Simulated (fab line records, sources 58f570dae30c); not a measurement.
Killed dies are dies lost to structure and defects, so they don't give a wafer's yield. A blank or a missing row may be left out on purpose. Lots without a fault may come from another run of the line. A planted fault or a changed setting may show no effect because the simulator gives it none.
fab line records | flow berkeley_cmos170 | part 1 of 2: steps 1 to 25 of 35
record lots=5 wafers=15 last_day=13
route steps=331 shown PSD@183 NSD@187 BACKSIDE@199 SDANNEAL@204 PLDD@208 NLDD@209 SILICIDE@210 CONTACT@216
lots that met no fault: from a run of the same line without faults
start_h: hours from the record's first day to the start of the lot's first wafer shown | wait_h: hours since the lot's step before | " the same as in the row above | L1.1+2: a row that stands for several wafers | - no value, or no start given | * or withheld: withheld | < > ~ a bound
route shown NAME@n: a module of which the file shows steps, and the number in the route of the first | usual: mean/standard deviation of fault-free wafers | same: alike in all rows | chamber/n: place in a boat | sites: the reading at each site | _std_site: their standard deviation | _edge_site: outer sites' mean less inner sites' | radius_mm: how far each site lies from the wafer's centre | mask NAME#n: copy n | behind: the tool/chamber that last shaped the wafer | hold: why the lot was held/for how many hours/how that ended | device: the transistor (n, p or np) that didn't switch | end of line: the same wafers' tests at the end of the route | a step without rows: its recipe alone | killed: dies lost to structure and defects at the first sort, not the wafer's yield | map: a wafer's dies, x killed, . not, _ none there
set.NAME: the setting as run; set.NAME@STEP: as run at that earlier step | model.NAME: the simulator's own value behind a step, which no gauge read
lots at some steps of the route; a table a step, a row a wafer
services: from which hour (start_h, from the record's first day; less than 0 if before it) a tool's chamber was out of use, for how many hours, and why
## steps
# step UCB170_PSD_IMPLANT_08
# recipe species=B dose_cm2=3e+15 energy_kev=20 tilt_deg=7
# columns lot.wafer tool chamber start_h wait_h
L078.1+3+5 implanter-04 0 181.09 0.0
L088.1+3+6 implanter-02 0 227.77 0.0
L090.1+3+6 implanter-02 0 240.25 0.0
L095.1+3+4 implanter-02 0 275.71 0.0
L097.1+4+5 implanter-01 0 275.82 0.0
# step UCB170_PSD_STRIP_09
# recipe chemistry=O2 power_w=400 pressure_mtorr=3500 platen_temp_c=withheld o2_flow_sccm=400 overash_fraction=0.5
# usual drypump_motor_current_A=5.5/0.42 oes_product_au=0.600/0.0048 strip_time_to_endpoint_s=29.33/0.086
# columns lot.wafer tool chamber start_h wait_h drypump_motor_current_A oes_product_au rf_hours_counter_h strip_time_to_endpoint_s
L078.1 plasma_asher-04 1 181.24 0.1 5.0 0.599 46 29.36
L078.3 " 1 " " 5.0 0.600 - 29.38
L078.5 " 1 " " 5.0 0.600 - 29.42
L088.1 plasma_asher-04 0 227.92 0.1 5.4 0.602 52 29.29
L088.3 " 1 " " 5.0 0.608 - 29.38
L088.6 " 1 " " 5.0 0.607 - 29.35
L090.1 plasma_asher-04 0 240.40 0.1 5.3 0.601 53 29.34
L090.3 " 1 " " 5.0 0.600 - 29.26
L090.6 " 1 " " 5.0 0.592 - 29.35
L095.1 plasma_asher-03 1 275.86 0.1 5.8 0.600 18 29.31
L095.3 " 1 " " 5.8 0.600 - 29.40
L095.4 " 0 " " 5.6 0.601 - 29.37
L097.1 plasma_asher-04 1 275.97 0.1 5.0 0.613 57 29.36
L097.4 " 0 " " 5.4 0.606 - 29.28
L097.5 " 1 " " 5.0 0.590 - 29.30
# step UCB170_PSD_TW_MEAS_10
# usual PSD_TW=2332/13
# columns lot.wafer tool chamber start_h wait_h PSD_TW
L078.1 film_metro-04 - 181.34 0.1 2320
L078.3 " - " " 2325
L078.5 " - " " 2336
L088.1 film_metro-04 - 228.02 0.1 2336
L088.3 " - " " 2332
L088.6 " - " " 2346
L090.1 film_metro-02 - 240.50 0.1 2334
L090.3 " - " " 2343
L090.6 " - " " 2347
L095.1 film_metro-03 - 275.96 0.1 2352
L095.3 " - " " 2339
L095.4 " - " " 2350
L097.1 film_metro-04 - 276.07 0.1 2342
L097.4 " - " " 2315
L097.5 " - " " 2329
# step UCB170_PSD_CLEAN_11
# recipe chemistry=SPM temp_c=120 time_s=600
# usual bath_guard_temp_C=120.2/0.56 bath_heat_duty_pct=12.8/1.1
# columns lot.wafer tool chamber start_h wait_h bath_guard_temp_C bath_heat_duty_pct
L078.1 wet_bench-01 3 182.73 1.4 119.5 13.0
L078.3 " 3 " " 119.9 12.4
L078.5 " 3 " " 119.5 14.1
L088.1 wet_bench-02 3 231.16 3.1 120.2 12.8
L088.3 " 3 " " 120.8 13.4
L088.6 " 3 " " 120.6 12.7
L090.1 wet_bench-01 0 241.11 0.6 120.7 13.3
L090.3 " 0 " " 120.3 12.7
L090.6 " 0 " " 120.3 13.1
L095.1 wet_bench-01 0 276.02 0.1 120.4 12.5
L095.3 " 0 " " 120.2 12.6
L095.4 " 0 " " 120.5 12.3
L097.1 wet_bench-02 3 276.13 0.1 120.9 13.3
L097.4 " 3 " " 120.5 12.5
L097.5 " 3 " " 120.4 12.5
# step UCB170_NSD_HMDS_00
# recipe prime_time_s=60 prime_temp_c=100
# usual chill_plate_temp_C=23.01/0.12
# columns lot.wafer tool chamber start_h wait_h chill_plate_temp_C
L078.1 litho_track-02 0 183.96 1.1 23.30
L078.3 " 0 " " 23.26
L078.5 " 0 " " 23.15
L088.1 litho_track-03 0 231.79 0.5 23.07
L088.3 " 0 " " 22.87
L088.6 " 0 " " 22.81
L090.1 litho_track-02 0 241.28 0.0 22.72
L090.3 " 0 " " 23.09
L090.6 " 0 " " 23.14
L095.1 litho_track-03 0 276.21 0.0 23.01
L095.3 " 0 " " 23.02
L095.4 " 0 " " 23.03
L097.1 litho_track-02 0 276.36 0.0 23.02
L097.4 " 0 " " 23.13
L097.5 " 0 " " 23.07
# step UCB170_NSD_COAT_01
# recipe resist=KrF spin_rpm=1500 resist_thk_nm=900
# usual chill_plate_temp_C=22.97/0.11
# columns lot.wafer tool chamber start_h wait_h chill_plate_temp_C
L078.1 litho_track-02 0 184.11 0.1 22.93
L078.3 " 0 " " 23.06
L078.5 " 0 " " 23.12
L088.1 litho_track-03 0 231.94 0.1 22.99
L088.3 " 0 " " 22.87
L088.6 " 0 " " 22.96
L090.1 litho_track-02 0 241.43 0.1 23.07
L090.3 " 0 " " 22.99
L090.6 " 0 " " 23.29
L095.1 litho_track-03 0 276.36 0.1 23.04
L095.3 " 0 " " 22.88
L095.4 " 0 " " 22.80
L097.1 litho_track-02 0 276.51 0.1 23.06
L097.4 " 0 " " 23.05
L097.5 " 0 " " 22.87
# step UCB170_NSD_SOFTBAKE_02
# recipe resist=KrF temp_c=130 time_s=60
# usual chill_plate_temp_C=23.00/0.092
# columns lot.wafer tool chamber start_h wait_h chill_plate_temp_C
L078.1 litho_track-02 0 184.26 0.1 22.84
L078.3 " 0 " " 23.01
L078.5 " 0 " " 22.97
L088.1 litho_track-03 0 232.09 0.1 23.03
L088.3 " 0 " " 23.02
L088.6 " 0 " " 22.79
L090.1 litho_track-02 0 241.58 0.1 23.00
L090.3 " 0 " " 23.06
L090.6 " 0 " " 22.92
L095.1 litho_track-03 0 276.51 0.1 23.00
L095.3 " 0 " " 23.10
L095.4 " 0 " " 23.18
L097.1 litho_track-02 0 276.66 0.1 23.02
L097.4 " 0 " " 23.09
L097.5 " 0 " " 23.07
# step UCB170_NSD_EXPOSE_03
# recipe mask_id=NSELECT_MOD na=0.5 sigma_outer=0.6 source_shape=conventional target_cd_nm=1200 dose_mj=30
# columns lot.wafer tool chamber start_h wait_h mask
L078.1+3+5 krf_scanner-01 0 184.75 0.5 NSELECT_MOD#0
L088.1+3+6 krf_scanner-02 0 - - NSELECT_MOD#0
L090.1+3+6 krf_scanner-01 0 241.86 0.3 NSELECT_MOD#0
L095.1+3+4 krf_scanner-02 0 276.66 0.1 NSELECT_MOD#0
L097.1+4+5 krf_scanner-02 0 276.81 0.1 NSELECT_MOD#0
# step UCB170_NSD_PEB_04
# recipe peb_temp_c=130 peb_time_s=withheld resist=KrF
# usual chill_plate_temp_C=22.97/0.1
# columns lot.wafer tool chamber start_h wait_h chill_plate_temp_C
L078.1 litho_track-04 0 185.57 0.8 23.07
L078.3 " 0 " " 22.78
L078.5 " 0 " " 22.88
L088.1 litho_track-03 0 - - 22.88
L088.3 " 0 " " 23.05
L088.6 " 0 " " 22.99
L090.1 litho_track-02 0 242.22 0.3 23.08
L090.3 " 0 " " 22.91
L090.6 " 0 " " 23.02
L095.1 litho_track-04 0 276.82 0.1 22.90
L095.3 " 0 " " 22.96
L095.4 " 0 " " 22.90
L097.1 litho_track-02 0 277.09 0.3 22.91
L097.4 " 0 " " 22.85
L097.5 " 0 " " 23.06
# step UCB170_NSD_DEVELOP_05
# recipe developer=TMAH develop_time_s=45 resist=KrF dev_temp_c=21
# usual chill_plate_temp_C=23.02/0.12
# columns lot.wafer tool chamber start_h wait_h chill_plate_temp_C
L078.1 litho_track-04 0 - - 23.22
L078.3 " 0 " " 23.02
L078.5 " 0 " " 23.02
L088.1 litho_track-03 0 - - 22.96
L088.3 " 0 " " 22.88
L088.6 " 0 " " 22.91
L090.1 litho_track-02 0 - - 23.12
L090.3 " 0 " " 23.11
L090.6 " 0 " " 23.16
L095.1 litho_track-04 0 - - 23.07
L095.3 " 0 " " 23.18
L095.4 " 0 " " 23.10
L097.1 litho_track-02 0 - - 23.00
L097.4 " 0 " " 23.09
L097.5 " 0 " " 23.16
# step UCB170_NSD_CD_MEAS_06
# recipe target_cd_nm=1200
# usual cd_nm=1199.7/1.7
# columns lot.wafer tool chamber start_h wait_h cd_nm
L078.1 cd_sem-02 - 186.44 - 1200.3
L078.3 " - " " 1201.1
L078.5 " - " " 1200.3
L088.1 cd_sem-02 - 233.96 - 1201.1
L088.3 " - " " 1199.6
L088.6 " - " " 1201.3
L090.1 cd_sem-02 - 242.63 - 1197.3
L090.3 " - " " 1196.2
L090.6 " - " " 1197.5
L095.1 cd_sem-01 - 277.21 - 1199.1
L095.3 " - " " 1197.8
L095.4 " - " " 1200.1
L097.1 cd_sem-01 - 277.36 - 1199.4
L097.4 " - " " 1200.0
L097.5 " - " " 1199.8
# step UCB170_NSD_OVL_MEAS_07
# usual NSD_OVL=1/5.8
# columns lot.wafer tool chamber start_h wait_h NSD_OVL[nm]
L078.1 overlay-02 - 186.56 0.1 -9
L078.3 " - " " -14
L078.5 " - " " -7
L088.1 overlay-01 - 234.08 0.1 -1
L088.3 " - " " 1
L088.6 " - " " 5
L090.1 overlay-01 - 242.75 0.1 8
L090.3 " - " " -1
L090.6 " - " " 9
L095.1 overlay-02 - 277.33 0.1 1
L095.3 " - " " -4
L095.4 " - " " 2
L097.1 overlay-02 - 277.48 0.1 4
L097.4 " - " " -4
L097.5 " - " " 6
# step UCB170_NSD_IMPLANT_08
# recipe species=P dose_cm2=3e+15 energy_kev=40 tilt_deg=7
# columns lot.wafer tool chamber start_h wait_h
L078.1+3+5 implanter-04 0 186.59 0.0
L088.1+3+6 implanter-04 0 234.12 0.0
L090.1+3+6 implanter-04 0 242.78 0.0
L095.1+3+4 implanter-01 0 277.36 0.0
L097.1+4+5 implanter-03 0 277.52 0.0
# step UCB170_NSD_STRIP_09
# recipe chemistry=O2 power_w=400 pressure_mtorr=3500 platen_temp_c=withheld o2_flow_sccm=400 overash_fraction=0.5
# usual drypump_motor_current_A=5.4/0.36 oes_product_au=0.533/0.0047 strip_time_to_endpoint_s=35.82/0.079
# columns lot.wafer tool chamber start_h wait_h drypump_motor_current_A oes_product_au rf_hours_counter_h strip_time_to_endpoint_s
L078.1 plasma_asher-01 0 186.74 0.1 5.1 0.538 47 35.64
L078.3 " 1 " " 5.6 0.538 - 35.67
L078.5 " 0 " " 5.2 0.531 - 35.69
L088.1 plasma_asher-01 1 234.27 0.1 5.6 0.529 52 35.82
L088.3 " 0 " " 5.2 0.541 - 35.80
L088.6 " 0 " " 5.2 0.532 - 35.79
L090.1 plasma_asher-04 0 242.93 0.1 5.4 0.530 53 35.91
L090.3 " 0 " " 5.4 0.533 - 35.89
L090.6 " 0 " " 5.4 0.533 - 35.85
L095.1 plasma_asher-02 1 277.51 0.1 5.1 0.538 47 35.87
L095.3 " 0 " " 6.2 0.538 - 35.96
L095.4 " 1 " " 5.1 0.539 - 35.97
L097.1 plasma_asher-04 1 277.67 0.1 5.0 0.538 58 35.96
L097.4 " 1 " " 5.0 0.533 - 35.86
L097.5 " 0 " " 5.4 0.529 - 35.90
# step UCB170_NSD_TW_MEAS_10
# usual NSD_TW=4197/21
# columns lot.wafer tool chamber start_h wait_h NSD_TW
L078.1 film_metro-03 - 186.84 0.1 4183
L078.3 " - " " 4207
L078.5 " - " " 4189
L088.1 film_metro-02 - 234.37 0.1 4202
L088.3 " - " " 4202
L088.6 " - " " 4189
L090.1 film_metro-02 - 243.03 0.1 4213
L090.3 " - " " 4227
L090.6 " - " " 4210
L095.1 film_metro-04 - 277.61 0.1 4195
L095.3 " - " " 4192
L095.4 " - " " 4186
L097.1 film_metro-04 - 277.77 0.1 4199
L097.4 " - " " 4193
L097.5 " - " " 4212
# step UCB170_NSD_CLEAN_11
# recipe chemistry=SPM temp_c=120 time_s=600
# usual bath_guard_temp_C=120.0/0.55 bath_heat_duty_pct=13.6/1.5
# columns lot.wafer tool chamber start_h wait_h bath_guard_temp_C bath_heat_duty_pct
L078.1 wet_bench-04 2 186.90 0.1 120.4 12.2
L078.3 " 2 " " 121.1 14.9
L078.5 " 2 " " 120.9 13.7
L088.1 wet_bench-04 0 234.43 0.1 120.2 12.2
L088.3 " 0 " " 119.9 11.6
L088.6 " 0 " " 120.3 11.8
L090.1 wet_bench-03 2 244.16 1.1 120.7 14.6
L090.3 " 2 " " 120.4 15.4
L090.6 " 2 " " 120.2 16.3
L095.1 wet_bench-03 2 280.33 2.7 120.4 14.0
L095.3 " 2 " " 120.7 15.0
L095.4 " 2 " " 120.5 15.4
L097.1 wet_bench-03 3 280.33 2.6 118.9 12.2
L097.4 " 3 " " 119.5 12.2
L097.5 " 3 " " 119.2 12.1
# step UCB170_BACKSIDE_HMDS_00
# recipe prime_time_s=60 prime_temp_c=100
# usual chill_plate_temp_C=23.02/0.1
# columns lot.wafer tool chamber start_h wait_h chill_plate_temp_C
L078.1 litho_track-01 0 187.68 0.6 23.03
L078.3 " 0 " " 22.96
L078.5 " 0 " " 22.93
L088.1 litho_track-03 0 235.41 0.8 22.93
L088.3 " 0 " " 22.98
L088.6 " 0 " " 22.98
L090.1 litho_track-03 0 244.35 0.0 22.96
L090.3 " 0 " " 23.15
L090.6 " 0 " " 22.94
L097.1 litho_track-02 0 281.03 0.3 22.95
L097.4 " 0 " " 22.94
L097.5 " 0 " " 23.05
L095.1 litho_track-03 0 281.16 0.5 23.13
L095.3 " 0 " " 23.15
L095.4 " 0 " " 23.20
# step UCB170_BACKSIDE_COAT_01
# recipe resist=KrF spin_rpm=1500 resist_thk_nm=900
# usual chill_plate_temp_C=23.02/0.096
# columns lot.wafer tool chamber start_h wait_h chill_plate_temp_C
L078.1 litho_track-01 0 187.83 0.1 22.98
L078.3 " 0 " " 22.88
L078.5 " 0 " " 22.93
L088.1 litho_track-03 0 235.56 0.1 23.06
L088.3 " 0 " " 22.85
L088.6 " 0 " " 22.86
L090.1 litho_track-03 0 244.50 0.1 23.12
L090.3 " 0 " " 22.85
L090.6 " 0 " " 23.12
L097.1 litho_track-02 0 281.18 0.1 22.95
L097.4 " 0 " " 22.80
L097.5 " 0 " " 22.95
L095.1 litho_track-03 0 281.31 0.1 23.17
L095.3 " 0 " " 23.10
L095.4 " 0 " " 23.27
# step UCB170_BACKSIDE_SOFTBAKE_02
# recipe resist=KrF temp_c=130 time_s=60
# usual chill_plate_temp_C=23.00/0.11
# columns lot.wafer tool chamber start_h wait_h chill_plate_temp_C
L078.1 litho_track-01 0 187.98 0.1 23.07
L078.3 " 0 " " 22.88
L078.5 " 0 " " 22.86
L088.1 litho_track-03 0 235.71 0.1 23.06
L088.3 " 0 " " 23.04
L088.6 " 0 " " 23.20
L090.1 litho_track-03 0 244.65 0.1 22.95
L090.3 " 0 " " 22.95
L090.6 " 0 " " 23.06
L097.1 litho_track-02 0 281.33 0.1 23.02
L097.4 " 0 " " 22.92
L097.5 " 0 " " 23.13
L095.1 litho_track-03 0 281.46 0.1 23.05
L095.3 " 0 " " 22.90
L095.4 " 0 " " 22.99
# step UCB170_BACKSIDE_STRIP_03
# recipe chemistry=O2 power_w=400 pressure_mtorr=3500 platen_temp_c=withheld o2_flow_sccm=400 overash_fraction=0.5
# usual drypump_motor_current_A=5.43/0.28 oes_product_au=0.734/0.0047 strip_time_to_endpoint_s=21.94/0.063
# columns lot.wafer tool chamber start_h wait_h drypump_motor_current_A oes_product_au rf_hours_counter_h strip_time_to_endpoint_s
L078.1 plasma_asher-03 1 188.13 0.1 5.81 0.732 8 22.00
L078.3 " 1 " " 5.83 0.733 - 21.94
L078.5 " 1 " " 5.80 0.740 - 22.01
L088.1 plasma_asher-03 1 235.86 0.1 5.80 0.735 13 21.93
L088.3 " 0 " " 5.62 0.736 - 21.95
L088.6 " 0 " " 5.60 0.732 - 21.94
L090.1 plasma_asher-04 0 244.80 0.1 5.36 0.729 54 21.85
L090.3 " 1 " " 5.00 0.739 - 21.79
L090.6 " 1 " " 5.02 0.743 - 21.83
L097.1 plasma_asher-03 1 281.48 0.1 5.81 0.730 18 22.02
L097.4 " 1 " " 5.82 0.739 - 22.06
L097.5 " 0 " " 5.61 0.726 - 22.05
L095.1 plasma_asher-04 0 281.61 0.1 5.37 0.738 58 21.83
L095.3 " 1 " " 5.01 0.727 - 21.97
L095.4 " 0 " " 5.40 0.729 - 21.93
# step UCB170_BACKSIDE_CLEAN_04
# recipe chemistry=SPM temp_c=120 time_s=600
# usual bath_guard_temp_C=119.9/0.62 bath_heat_duty_pct=13.8/1.6
# columns lot.wafer tool chamber start_h wait_h bath_guard_temp_C bath_heat_duty_pct
L078.1 wet_bench-04 2 188.51 0.4 120.5 14.2
L078.3 " 2 " " 120.4 13.5
L078.5 " 2 " " 120.5 14.7
L088.1 wet_bench-04 3 236.13 0.2 120.0 15.5
L088.3 " 3 " " 120.3 14.7
L088.6 " 3 " " 120.1 16.3
L090.1 wet_bench-04 3 245.11 0.3 119.8 15.8
L090.3 " 3 " " 120.4 15.7
L090.6 " 3 " " 119.7 16.8
L097.1 wet_bench-02 3 281.89 0.4 120.5 11.3
L097.4 " 3 " " 120.7 12.1
L097.5 " 3 " " 120.4 13.0
L095.1 wet_bench-02 0 282.09 0.4 119.6 11.2
L095.3 " 0 " " 119.8 12.6
L095.4 " 0 " " 119.9 10.5
# step UCB170_SDANNEAL_RTA_00
# recipe temp_c=900 time_s=10 ambient=N2
# usual lamp_power_pct=22.6/0.79 wafer_temp_C_max=904.7/0.94
# columns lot.wafer tool chamber start_h wait_h lamp_power_pct wafer_temp_C_max
L078.1 rtp_anneal-02 0 188.68 0.0 23.3 905.7
L078.3 " 0 " " 23.3 904.6
L078.5 " 0 " " 23.3 904.9
L088.1 rtp_anneal-01 0 236.31 0.0 21.7 905.6
L088.3 " 0 " " 21.7 903.7
L088.6 " 0 " " 21.7 904.9
L090.1 rtp_anneal-01 0 245.81 0.0 21.7 904.6
L090.3 " 0 " " 21.7 903.8
L090.6 " 0 " " 21.7 904.7
L097.1 rtp_anneal-02 0 282.22 0.1 23.3 904.9
L097.4 " 0 " " 23.3 904.6
L097.5 " 0 " " 23.3 903.7
L095.1 rtp_anneal-01 0 282.34 0.0 21.7 903.9
L095.3 " 0 " " 21.7 905.0
L095.4 " 0 " " 21.7 903.7
# step UCB170_SDANNEAL_RTA_01
# recipe temp_c=1050 time_s=5 ambient=N2
# usual lamp_power_pct=35.0/1.2 wafer_temp_C_max=1055.6/1.1
# columns lot.wafer tool chamber start_h wait_h lamp_power_pct wafer_temp_C_max
L078.1 rtp_anneal-02 0 188.75 0.1 36.0 1055.2
L078.3 " 0 " " 36.0 1054.6
L078.5 " 0 " " 36.0 1054.4
L088.1 rtp_anneal-01 0 236.37 0.1 33.5 1054.9
L088.3 " 0 " " 33.5 1056.0
L088.6 " 0 " " 33.5 1054.9
L090.1 rtp_anneal-01 0 245.88 0.1 33.5 1056.0
L090.3 " 0 " " 33.6 1054.8
L090.6 " 0 " " 33.5 1056.2
L097.1 rtp_anneal-02 0 282.29 0.1 36.0 1057.1
L097.4 " 0 " " 36.0 1055.6
L097.5 " 0 " " 36.0 1055.2
L095.1 rtp_anneal-01 0 282.41 0.1 33.5 1055.0
L095.3 " 0 " " 33.5 1056.0
L095.4 " 0 " " 33.5 1055.0
# step UCB170_SDANNEAL_RS_MEAS_02
# recipe thk_meas_gauge=four-point-probe
# usual PSD_RS=75.65/0.29
# columns lot.wafer tool chamber start_h wait_h PSD_RS[ohm/sq]
L078.1 film_metro-02 - 188.81 0.0 75.55
L078.3 " - " " 75.63
L078.5 " - " " 75.59
L088.1 film_metro-02 - 236.43 0.0 75.33
L088.3 " - " " 74.99
L088.6 " - " " 75.04
L090.1 film_metro-03 - 245.94 0.0 75.62
L090.3 " - " " 75.56
L090.6 " - " " 75.42
L095.1 film_metro-04 - 282.70 0.3 75.62
L095.3 " - " " 75.61
L095.4 " - " " 75.58
L097.1 film_metro-02 - 282.70 0.4 75.57
L097.4 " - " " 75.81
L097.5 " - " " 75.82
# step UCB170_SDANNEAL_RS_MEAS_03
# recipe thk_meas_gauge=four-point-probe
# usual NSD_RS=37.25/0.078
# columns lot.wafer tool chamber start_h wait_h NSD_RS[ohm/sq]
L078.1 film_metro-02 - 188.93 0.1 37.25
L078.3 " - " " 37.27
L078.5 " - " " 37.31
L088.1 film_metro-02 - 236.55 0.1 37.16
L088.3 " - " " 37.19
L088.6 " - " " 37.19
L090.1 film_metro-03 - 246.06 0.1 37.24
L090.3 " - " " 37.11
L090.6 " - " " 37.13
L095.1 film_metro-04 - 282.82 0.1 37.34
L095.3 " - " " 37.23
L095.4 " - " " 37.30
L097.1 film_metro-02 - 282.82 0.1 37.19
L097.4 " - " " 37.21
L097.5 " - " " 37.18
